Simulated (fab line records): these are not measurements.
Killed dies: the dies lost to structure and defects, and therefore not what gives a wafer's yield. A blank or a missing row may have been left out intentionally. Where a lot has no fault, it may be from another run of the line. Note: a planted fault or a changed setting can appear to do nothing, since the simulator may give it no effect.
Shared-tool check || flow rit_cmos || Sampled: 15 lots, 45 wafers

## THE REASON FOR OPENING IT
3 of 15 lots carry a flag on the reading NLDD_OVL at RIT_NLDD_OVL_MEAS_06. Wafers without a fault read 0.1 nm, standard deviation 1.2.
Rule: a lot is flagged in two cases, either no wafer of it has a number, or all its wafers with numbers fall more than 4 standard deviations from that mean. The rest of the lots are taken to be sound.

{"lot": "L210", "measured": "day 2 23:09", "on": "overlay-01", "NLDD_OVL (nm), wafer by wafer": "-0.1 -0.9 -1.1", "flag": ""}
{"lot": "L211", "measured": "day 3 01:02", "on": "overlay-01", "NLDD_OVL (nm), wafer by wafer": "-1.0 -1.0 -0.4", "flag": ""}
{"lot": "L212", "measured": "day 3 09:05", "on": "overlay-01", "NLDD_OVL (nm), wafer by wafer": "1.0 1.1 1.9", "flag": ""}
{"lot": "L213", "measured": "day 3 15:29", "on": "overlay-01", "NLDD_OVL (nm), wafer by wafer": "1.0 1.3 -0.5", "flag": ""}
{"lot": "L214", "measured": "day 3 22:46", "on": "overlay-01", "NLDD_OVL (nm), wafer by wafer": "0.8 1.2 1.0", "flag": ""}
{"lot": "L215", "measured": "day 4 00:45", "on": "overlay-02", "NLDD_OVL (nm), wafer by wafer": "0.3 -2.1 -1.1", "flag": ""}
{"lot": "L217", "measured": "day 4 05:22", "on": "overlay-01", "NLDD_OVL (nm), wafer by wafer": "0.4 1.4 1.9", "flag": ""}
{"lot": "L218", "measured": "day 4 09:48", "on": "overlay-01", "NLDD_OVL (nm), wafer by wafer": "-0.4 -0.4 0.4", "flag": ""}
{"lot": "L219", "measured": "day 4 16:10", "on": "overlay-01", "NLDD_OVL (nm), wafer by wafer": "-147.8 -149.3 -150.1", "flag": "FLAGGED"}
{"lot": "L221", "measured": "day 5 02:03", "on": "overlay-01", "NLDD_OVL (nm), wafer by wafer": "-148.1 -149.3 -150.6", "flag": "FLAGGED"}
{"lot": "L226", "measured": "day 6 02:26", "on": "overlay-01", "NLDD_OVL (nm), wafer by wafer": "-152.1 -151.1 -151.4", "flag": "FLAGGED"}
{"lot": "L228", "measured": "day 6 12:13", "on": "overlay-01", "NLDD_OVL (nm), wafer by wafer": "0.7 1.2 0.2", "flag": ""}
{"lot": "L230", "measured": "day 6 22:24", "on": "overlay-01", "NLDD_OVL (nm), wafer by wafer": "-0.1 1.0 1.2", "flag": ""}
{"lot": "L231", "measured": "day 7 04:42", "on": "overlay-02", "NLDD_OVL (nm), wafer by wafer": "0.0 -0.7 -0.5", "flag": ""}
{"lot": "L233", "measured": "day 7 12:59", "on": "overlay-01", "NLDD_OVL (nm), wafer by wafer": "-0.5 1.2 0.5", "flag": ""}
On average the flagged lots read -150.0 nm, which is -150.1 nm against the usual, or -99 or more standard deviations.

## WHICH TOOL EACH LOT WENT THROUGH
The record keeps 1 process step preceding the reading, out of 202 steps on the route. Read each cell as the tool, then ch plus the chambers that the sampled wafers visited, then the start.
{"lot": "L210", "flag": "", "RIT_NLDD_EXPOSE_03": "iline_stepper-01 ch 0, day 2 22:47"}
{"lot": "L211", "flag": "", "RIT_NLDD_EXPOSE_03": "iline_stepper-01 ch 0, day 3 00:38"}
{"lot": "L212", "flag": "", "RIT_NLDD_EXPOSE_03": "iline_stepper-02 ch 0, day 3 08:35"}
{"lot": "L213", "flag": "", "RIT_NLDD_EXPOSE_03": "iline_stepper-01 ch 0, day 3 15:05"}
{"lot": "L214", "flag": "", "RIT_NLDD_EXPOSE_03": "iline_stepper-01 ch 0, day 3 22:23"}
{"lot": "L215", "flag": "", "RIT_NLDD_EXPOSE_03": "iline_stepper-02 ch 0, day 4 00:22"}
{"lot": "L217", "flag": "", "RIT_NLDD_EXPOSE_03": "iline_stepper-01 ch 0, day 4 04:47"}
{"lot": "L218", "flag": "", "RIT_NLDD_EXPOSE_03": "iline_stepper-01 ch 0, day 4 09:24"}
{"lot": "L219", "flag": "FLAGGED", "RIT_NLDD_EXPOSE_03": "iline_stepper-01 ch 0, day 4 15:47"}
{"lot": "L221", "flag": "FLAGGED", "RIT_NLDD_EXPOSE_03": "iline_stepper-01 ch 0, day 5 01:40"}
{"lot": "L226", "flag": "FLAGGED", "RIT_NLDD_EXPOSE_03": "iline_stepper-01 ch 0, day 6 02:03"}
{"lot": "L228", "flag": "", "RIT_NLDD_EXPOSE_03": "iline_stepper-02 ch 0, day 6 11:34"}
{"lot": "L230", "flag": "", "RIT_NLDD_EXPOSE_03": "iline_stepper-02 ch 0, day 6 22:01"}
{"lot": "L231", "flag": "", "RIT_NLDD_EXPOSE_03": "iline_stepper-02 ch 0, day 7 04:20"}
{"lot": "L233", "flag": "", "RIT_NLDD_EXPOSE_03": "iline_stepper-02 ch 0, day 7 12:35"}
What the steps here do:
- RIT_NLDD_EXPOSE_03: exposes mask M7, target cd 40700 nm.
- RIT_NLDD_OVL_MEAS_06

## FLAGGED AGAINST TOTAL, ONE TOOL AT A TIME (gauges that did the reading follow at the end)
{"step": "RIT_NLDD_EXPOSE_03", "tool": "iline_stepper-01", "lots run": 9, "flagged": 3, "share of the flagged lots": "all", "sound lots run after its first flagged lot": 0}
{"step": "RIT_NLDD_EXPOSE_03", "tool": "iline_stepper-02", "lots run": 6, "flagged": 0, "share of the flagged lots": "none", "sound lots run after its first flagged lot": "-"}
{"step": "RIT_NLDD_OVL_MEAS_06", "tool": "overlay-01", "lots run": 13, "flagged": 3, "share of the flagged lots": "all", "sound lots run after its first flagged lot": "3 (L228,L230,L233)"}
{"step": "RIT_NLDD_OVL_MEAS_06", "tool": "overlay-02", "lots run": 2, "flagged": 0, "share of the flagged lots": "none", "sound lots run after its first flagged lot": "-"}

## THE TABLE: WHAT IT ALLOWS
Rows of the table that ran all the flagged lots, 2 in number: iline_stepper-01 at RIT_NLDD_EXPOSE_03; overlay-01 at RIT_NLDD_OVL_MEAS_06.
- iline_stepper-01 at RIT_NLDD_EXPOSE_03 ran 9 lots, 3 of them flagged. A fault beginning between L218 (day 4 09:24), its last sound lot, and L219 (day 4 15:47), its first flagged one, fits the data.
- overlay-01 at RIT_NLDD_OVL_MEAS_06 ran 13 lots, 3 of them flagged. After the first flagged lot (L228, L230, L233), sound lots still ran on it; a lasting fault on the whole tool would not permit that.
Just one tool remains: iline_stepper-01 at RIT_NLDD_EXPOSE_03.

## WHAT THE SIMULATOR HAD PUT IN
Scanner matching overlay: iline_stepper-01, from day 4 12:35 on, at RIT_NLDD_EXPOSE_03. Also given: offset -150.
Shown lots that were struck: L219, L221, L226. The rule given above showed the same thing.
